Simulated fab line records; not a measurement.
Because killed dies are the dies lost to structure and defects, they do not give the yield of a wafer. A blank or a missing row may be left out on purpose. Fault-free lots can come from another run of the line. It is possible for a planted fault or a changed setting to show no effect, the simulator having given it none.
Split-lot study + flow rit cmos + on a route of 202 steps: 5 lots, 23 wafers read

== THE SPLIT ==
At RIT_ACTIVE_EXPOSE_08 (exposes mask M1, target cd 1400 nm), the setting dose mj was moved away from the recipe's 225 on 9 of the 23 wafers read, by -5.7% to +2.1%. For the rest of the wafers, this setting stayed at what the recipe calls for.

== FROM THE SPLIT TO THE READING: what the file shows between them, 5 steps ==
- RIT_ACTIVE_PEB_09
- RIT_ACTIVE_DEVELOP_10: develop time 50 s
- RIT_ACTIVE_CD_MEAS_11: target cd 1400 nm
- RIT_ACTIVE_ETCH_13: etches Si3N4 in SF6, stops on SiO2, time 210 s, target depth 210 nm (also split here: pressure mtorr)
- RIT_ACTIVE_STRIP_14: strips in O2, time 180 s

== THE READING ==
cd nm, in nm, at RIT_ACTIVE_CD_MEAS_90 (target cd 1400 nm). A value of 1399.1 nm with a standard deviation of 2 nm is what fault-free wafers of this fab line usually give.

| wafer  | tool, chamber at the split | dose mj as run | against the recipe | cd nm, nm | against lot-mates on the recipe |
|--------|----------------------------|----------------|--------------------|-----------|---------------------------------|
| L078.2 | iline stepper-02, 0        | 229.7          | +2.1%              | 1392.7    | -5.2                            |
| L078.3 | iline stepper-02, 0        | 229.7          | +2.1%              | 1390.3    | -7.6                            |
| L078.4 | iline stepper-02, 0        | 225            | recipe             | 1397.9    | -                               |
| L078.5 | iline stepper-02, 0        | 229.7          | +2.1%              | 1390.7    | -7.2                            |
| L078.6 | iline stepper-02, 0        | 225            | recipe             | 1397.9    | -                               |
| L080.1 | iline stepper-01, 0        | 225            | recipe             | 1399.0    | -                               |
| L080.4 | iline stepper-01, 0        | 225            | recipe             | 1398.5    | -                               |
| L080.5 | iline stepper-01, 0        | 225            | recipe             | 1398.8    | -                               |
| L081.1 | iline stepper-02, 0        | 225            | recipe             | 1395.9    | -                               |
| L081.2 | iline stepper-02, 0        | 225            | recipe             | 1396.3    | -                               |
| L081.3 | iline stepper-02, 0        | 225            | recipe             | 1395.3    | -                               |
| L081.4 | iline stepper-02, 0        | 225            | recipe             | 1395.0    | -                               |
| L081.5 | iline stepper-02, 0        | 225            | recipe             | 1396.5    | -                               |
| L082.1 | iline stepper-01, 0        | 225            | recipe             | 1399.2    | -                               |
| L082.2 | iline stepper-01, 0        | 225            | recipe             | 1401.3    | -                               |
| L082.4 | iline stepper-01, 0        | 212.3          | -5.6%              | 1418.1    | +17.8                           |
| L082.5 | iline stepper-01, 0        | 212.3          | -5.6%              | 1416.6    | +16.3                           |
| L082.6 | iline stepper-01, 0        | 212.3          | -5.6%              | 1417.2    | +17.0                           |
| L085.1 | iline stepper-01, 0        | 212.1          | -5.7%              | 1420.6    | +18.7                           |
| L085.2 | iline stepper-01, 0        | 212.1          | -5.7%              | 1418.5    | +16.6                           |
| L085.4 | iline stepper-01, 0        | 212.1          | -5.7%              | 1417.0    | +15.1                           |
| L085.5 | iline stepper-01, 0        | 225            | recipe             | 1402.1    | -                               |
| L085.6 | iline stepper-01, 0        | 225            | recipe             | 1401.8    | -                               |

FIT RESULTS
A straight line over all 23 wafers: cd nm changes by -3.46 nm for each +1% of dose mj; r = -0.98; the points scatter about the line by 2 nm.
The same after taking each lot's own level away (the mean of its wafers on the recipe; 23 wafers): -3 nm for each +1%; r = -0.99; scatter 0.87 nm.
On that fit, the largest move of dose mj shifts the reading by 17 nm.
From 1395.80 to 1401.95 nm: that is the span of the lots' own levels, equal to 3.1 times the standard deviation above.
In other words, the slope is changed by the lot-to-lot level; the two fits disagree.
Check: for one of the wafers moved furthest among these (-5.7%), held out of the fit, the line's prediction against its lot-mates is +16.8 nm. It came out at +18.7 nm against them.

== THE OTHER SPLITS THESE WAFERS WENT THROUGH ==
Other splits were also applied to these wafers ahead of the reading. Each is held against what the fit with the lots' levels taken away leaves over:
| other split on the same wafers    | wafers away from the commonest value | r with cd nm (lot level and that fit taken away) |
|-----------------------------------|--------------------------------------|--------------------------------------------------|
| RIT_ACTIVE_CVD_03 pressure mtorr  | 15                                   | +0.05                                            |
| RIT_ACTIVE_ETCH_13 pressure mtorr | 5                                    | +0.11                                            |

== THE WHOLE CHAIN: every reading that the file lists as answering this split, in the file's order ==
| step                  | what it does                                                        | reading                                                       | change (the file's fit)              | r (the file's) |
|-----------------------|---------------------------------------------------------------------|---------------------------------------------------------------|--------------------------------------|----------------|
| RIT_ACTIVE_CD_MEAS_11 | target cd 1400 nm                                                   | cd nm                                                         | -3.04 nm for each +1% of the setting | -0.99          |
| RIT_ACTIVE_ETCH_13    | etches Si3N4 in SF6, stops on SiO2, time 210 s, target depth 210 nm | ACTIVE.cd nm (the simulator's own value, which no gauge read) | -3.02 nm for each +1% of the setting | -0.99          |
| RIT_ACTIVE_CD_MEAS_90 | target cd 1400 nm                                                   | cd nm                                                         | -2.99 nm for each +1% of the setting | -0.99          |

== THE FILE'S OWN FIT ==
cd nm changes by -2.99 nm for each +1% of dose mj, r = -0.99.
